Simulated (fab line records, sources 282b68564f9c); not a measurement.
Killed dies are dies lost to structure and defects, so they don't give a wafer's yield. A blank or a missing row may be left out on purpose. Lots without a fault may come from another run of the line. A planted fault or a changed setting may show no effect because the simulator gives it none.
Tool commonality check | flow rit_cmos | 14 lots, 42 wafers sampled

WHY IT WAS OPENED
At RIT_SILICIDE_RS_MEAS_02 the reading SILICIDE_TI_RS is flagged on 2 of 14 lots. Wafers without a fault read 48.2 ohm/sq, standard deviation 0.64.
Rule: a lot is flagged when every wafer of it that has a number lies more than 4 standard deviations from that mean, or none has a number. The other lots count as sound.

lot  | measured    | on            | SILICIDE_TI_RS (ohm/sq), wafer by wafer | flag
L898 | day 3 07:22 | film_metro-02 | 47.6 48.2 47.9                          |
L899 | day 3 14:41 | film_metro-03 | 48.9 48.1 47.8                          |
L900 | day 3 19:09 | film_metro-04 | 47.2 47.5 47.7                          |
L902 | day 4 07:20 | film_metro-04 | 47.8 47.2 48.2                          |
L904 | day 4 13:40 | film_metro-04 | 49.1 48.7 48.6                          |
L905 | day 4 18:58 | film_metro-04 | 48.9 49.5 48.9                          |
L908 | day 5 06:58 | film_metro-04 | 48.1 48.5 48.4                          |
L909 | day 5 13:19 | film_metro-02 | 49.0 48.9 48.9                          |
L910 | day 5 15:47 | film_metro-04 | 48.2 47.7 47.4                          |
L914 | day 6 11:07 | film_metro-04 | 49.1 49.2 48.4                          |
L915 | day 6 17:25 | film_metro-04 | 20.6 20.9 20.7                          | FLAGGED
L916 | day 7 01:01 | film_metro-04 | 20.4 20.3 20.6                          | FLAGGED
L920 | day 7 17:33 | film_metro-03 | 47.9 47.6 47.5                          |
L921 | day 8 04:19 | film_metro-04 | 48.2 48.6 48.0                          |
The numbers of the flagged lots are 20.6 ohm/sq on average: -27.6 ohm/sq against the usual, or -43 standard deviations.

WHICH TOOL RAN EACH LOT
The record holds 1 process step before the reading, out of a route of 202 steps. In each cell: the tool, then ch and the chambers that the sampled wafers went through, then the start.
lot  | flag    | RIT_SILICIDE_SPUTTER_01
L898 |         | pvd_sputter-02, day 3 07:11
L899 |         | pvd_sputter-04, day 3 14:32
L900 |         | pvd_sputter-02, day 3 19:00
L902 |         | pvd_sputter-02, day 4 07:11
L904 |         | pvd_sputter-02, day 4 13:30
L905 |         | pvd_sputter-04, day 4 18:47
L908 |         | pvd_sputter-01, day 5 06:47
L909 |         | pvd_sputter-04, day 5 13:10
L910 |         | pvd_sputter-01, day 5 15:37
L914 |         | pvd_sputter-01, day 6 10:57
L915 | FLAGGED | pvd_sputter-04, day 6 16:58
L916 | FLAGGED | pvd_sputter-02, day 7 00:34
L920 |         | pvd_sputter-02, day 7 17:23
L921 |         | pvd_sputter-04, day 8 04:10
What these steps do:
- RIT_SILICIDE_SPUTTER_01: material Ti, target thk 30 nm, time 240 s.
- RIT_SILICIDE_RS_MEAS_02: measures by four-point-probe.

FLAGGED OVER TOTAL, TOOL BY TOOL (the gauges that took the reading come last)
step                    | tool           | lots run | flagged | share of the flagged lots | sound lots run after its first flagged lot
RIT_SILICIDE_SPUTTER_01 | pvd_sputter-01 | 3        | 0       | none                      | -
RIT_SILICIDE_SPUTTER_01 | pvd_sputter-02 | 6        | 1       | some                      | 1 (L920)
RIT_SILICIDE_SPUTTER_01 | pvd_sputter-04 | 5        | 1       | some                      | 1 (L921)
RIT_SILICIDE_RS_MEAS_02 | film_metro-02  | 2        | 0       | none                      | -
RIT_SILICIDE_RS_MEAS_02 | film_metro-03  | 2        | 0       | none                      | -
RIT_SILICIDE_RS_MEAS_02 | film_metro-04  | 10       | 2       | all                       | 1 (L921)

WHAT THE TABLE ALLOWS
1 row of the table ran every flagged lot: film_metro-04 at RIT_SILICIDE_RS_MEAS_02.
- film_metro-04 at RIT_SILICIDE_RS_MEAS_02: 2 of its 10 lots flagged. Sound lots ran on it after the first flagged one (L921), which a lasting fault on the whole tool wouldn't allow.
No row of the table ran every flagged lot and no sound lot after the first.

WHAT THE SIMULATOR HAD PUT IN
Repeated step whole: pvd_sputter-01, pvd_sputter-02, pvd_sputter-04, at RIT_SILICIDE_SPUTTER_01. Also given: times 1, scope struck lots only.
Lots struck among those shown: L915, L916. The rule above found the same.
